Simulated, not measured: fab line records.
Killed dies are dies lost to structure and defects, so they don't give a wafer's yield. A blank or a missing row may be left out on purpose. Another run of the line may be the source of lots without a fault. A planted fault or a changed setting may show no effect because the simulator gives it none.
Which of the tools did it? ; flow berkeley_cmos170 ; 11 lots with 33 wafers sampled at 5 steps, on a route of 331 steps

WHAT THE GAUGES READ, wafer by wafer
UCB170_M2_RS_MEAS_02: measurement is done with a four-point probe.
lot;measured;on;M2_AL_RS (ohm/sq)
L189;day 8 11:37;film_metro-04;0.0326 0.0329 0.0329
L188;day 8 11:46;film_metro-02;0.0338 0.0334 0.0340
L190;day 8 22:37;film_metro-01;0.0327 0.0331 0.0331
L191;day 9 00:52;film_metro-02;0.0338 0.0337 0.0332
L192;day 9 10:07;film_metro-01;0.0328 0.0325 0.0326
L201;day 11 08:48;film_metro-02;0.0335 0.0342 0.0335
L205;day 12 02:26;film_metro-01;0.0330 0.0329 0.0332
L204;day 12 04:39;film_metro-04;0.0336 0.0338 0.0337
L206;day 12 06:33;film_metro-01;0.0333 0.0334 0.0335
L207;day 12 20:17;film_metro-01;0.0332 0.0335 0.0332
L210;day 13 06:04;film_metro-04;0.0334 0.0331 0.0334

UCB170_V2_THK_MEAS_04.
lot;measured;on;V2_POLISHED_THK (nm)
L189;day 8 14:47;film_metro-04;1001.4 1001.0 1001.7
L188;day 8 15:02;film_metro-02;998.1 999.8 1000.7
L190;day 9 01:48;film_metro-02;998.1 999.0 999.6
L191;day 9 03:50;film_metro-04;998.2 1001.1 1001.0
L192;day 9 13:14;film_metro-04;1000.7 999.9 1001.6
L201;day 11 12:49;film_metro-02;924.8 925.0 922.7
L205;day 12 05:29;film_metro-04;998.6 1000.0 997.9
L204;day 12 08:00;film_metro-04;922.7 925.6 922.6
L206;day 12 09:49;film_metro-04;999.9 1003.5 999.4
L207;day 13 00:16;film_metro-04;1002.0 1000.7 1000.3
L210;day 13 09:34;film_metro-04;1000.4 1000.1 1000.4

EACH LOT AND THE TOOL THAT RAN IT (in order: tool; ch and the chambers of the sampled wafers; start)
lot;UCB170_M2_ETCH_17;UCB170_V2_CVD_00;UCB170_V2_CMP_02
L189;rie_diel-03 ch 0,1,2, day 8 13:41;pecvd-04 ch 0,1,2, day 8 14:08;cmp-01 ch 1,2,3, day 8 14:25
L188;rie_diel-04 ch 0,1,2, day 8 13:56;pecvd-02 ch 0,1,2, day 8 14:23;cmp-02 ch 1,2,3, day 8 14:42
L190;rie_diel-02 ch 0,1,2, day 9 00:31;pecvd-04 ch 0,2, day 9 01:10;cmp-01 ch 1,2,3, day 9 01:26
L191;rie_diel-04 ch 1,2,3, day 9 02:44;pecvd-02 ch 1,2, day 9 03:11;cmp-02 ch 0,2,3, day 9 03:30
L192;rie_diel-03 ch 0,1,3, day 9 12:09;pecvd-02 ch 0,1,2, day 9 12:36;cmp-01 ch 1,2, day 9 12:49
L201;rie_diel-03 ch 0,2,3, day 11 11:44;pecvd-02 ch 1,2, day 11 12:10;cmp-02 ch 0,1,3, day 11 12:26
L205;rie_diel-04 ch 0,2,3, day 12 04:23;pecvd-04 ch 0,2, day 12 04:50;cmp-01 ch 1,3, day 12 05:03
L204;rie_diel-03 ch 1,3, day 12 06:54;pecvd-02 ch 0,1,2, day 12 07:21;cmp-02 ch 0,1,3, day 12 07:37
L206;rie_diel-02 ch 0,1,3, day 12 08:44;pecvd-03 ch 0,1, day 12 09:11;cmp-01 ch 0,1,2, day 12 09:29
L207;rie_diel-03 ch 0,1,3, day 12 23:10;pecvd-04 ch 0,2, day 12 23:37;cmp-01 ch 0,2,3, day 12 23:50
L210;rie_diel-02 ch 0,2,3, day 13 08:28;pecvd-02 ch 0,1, day 13 08:55;cmp-01 ch 0,2,3, day 13 09:08
- UCB170_M2_ETCH_17: etches BARC in N2/H2.
- UCB170_V2_CVD_00: deposits SiO2 from TEOS/O2, target thk 2000 nm, time 250 s.
- UCB170_V2_CMP_02: polishes SiO2.

WHAT THE TOOLS THEMSELVES READ (means of the sampled wafers that have a number; where no wafer has one, the mark that the record gives instead)
UCB170_M2_ETCH_17.
lot;tool;chamber_pressure_mTorr (mTorr);drypump_motor_current_A (A);oes_product_au (a.u.);rf_fwd_power_W (W);throttle_valve_pct (%)
L189;rie_diel-03;29.977;5.71;1.004;495.5;13.34
L188;rie_diel-04;30.017;6.01;0.996;496.4;13.20
L190;rie_diel-02;30.014;5.75;1.022;491.6;13.38
L191;rie_diel-04;30.000;5.96;1.011;494.7;13.34
L192;rie_diel-03;29.995;5.63;1.029;495.0;13.31
L201;rie_diel-03;29.988;5.57;1.010;495.4;13.26
L205;rie_diel-04;29.989;5.91;1.002;496.8;13.39
L204;rie_diel-03;29.982;5.61;1.016;495.0;13.37
L206;rie_diel-02;30.007;5.93;1.020;492.8;13.55
L207;rie_diel-03;30.020;5.61;1.025;495.3;13.30
L210;rie_diel-02;29.989;6.02;1.022;496.3;13.42

UCB170_V2_CVD_00.
lot;tool;heater_power_w (W);rf_fwd_power_W (W)
L189;pecvd-04;288;548.8
L188;pecvd-02;244;549.7
L190;pecvd-04;345;546.9
L191;pecvd-02;250;548.1
L192;pecvd-02;295;550.0
L201;pecvd-02;259;547.7
L205;pecvd-04;297;547.4
L204;pecvd-02;266;549.6
L206;pecvd-03;258;549.3
L207;pecvd-04;265;547.1
L210;pecvd-02;273;549.2

UCB170_V2_CMP_02.
lot;tool;motor_current_A (A);platen_rpm (rpm);retaining_ring_pressure_frac
L189;cmp-01;16.0;60.00;0.997
L188;cmp-02;17.5;60.01;1.002
L190;cmp-01;15.8;59.98;1.002
L191;cmp-02;18.7;60.02;0.999
L192;cmp-01;15.6;60.00;0.998
L201;cmp-02;17.0;60.03;1.001
L205;cmp-01;16.2;60.01;1.003
L204;cmp-02;17.1;59.98;0.997
L206;cmp-01;15.9;60.04;1.000
L207;cmp-01;15.9;60.01;1.000
L210;cmp-01;15.9;59.99;0.998

THE ANSWER, worked out from the rows above alone
Rule: the usual values come from the lots themselves. The widest of any qualifying gaps counts: lots, ordered by their means at a reading, are off when they make up no more than a third of the lots, leave a main group of 4 or more, and stand apart from it by 3 or more times the standard deviation of that group's means. If all means in a main group match to the digits the tables above print for the reading, that group is not used. Also off: a lot with no number at a reading for which 4 or more lots have one. All remaining lots with rows at the step are treated as sound. Order of review: gauges by route order, followed by the tools' own readings, for which a lot's mean as printed above is used. The first step at which some lot is off is used, and at that step the reading that is off furthest; a lot without a number counts as furthest.
Off: L201, L204, seen at UCB170_V2_THK_MEAS_04 (V2_POLISHED_THK). For the main group the mean is 1000.2 nm and the standard deviation 0.87.
A tool fits if, at a process step before that reading, it ran every lot that is off, and no sound lot after the first of them. Those tools and the gauges at UCB170_V2_THK_MEAS_04 are tried in the same way. One fits: cmp-02 at UCB170_V2_CMP_02. A fault onset in the window from L191 (day 9 03:30, its last sound lot) to L201 (day 11 12:26, its first lot off) fits.

WHAT WAS PUT IN BY THE SIMULATOR
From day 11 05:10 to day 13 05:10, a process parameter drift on cmp-02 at UCB170_V2_CMP_02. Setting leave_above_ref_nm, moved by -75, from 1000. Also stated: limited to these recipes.
Lots struck among those shown: L201, L204. The same result came from the rule above.
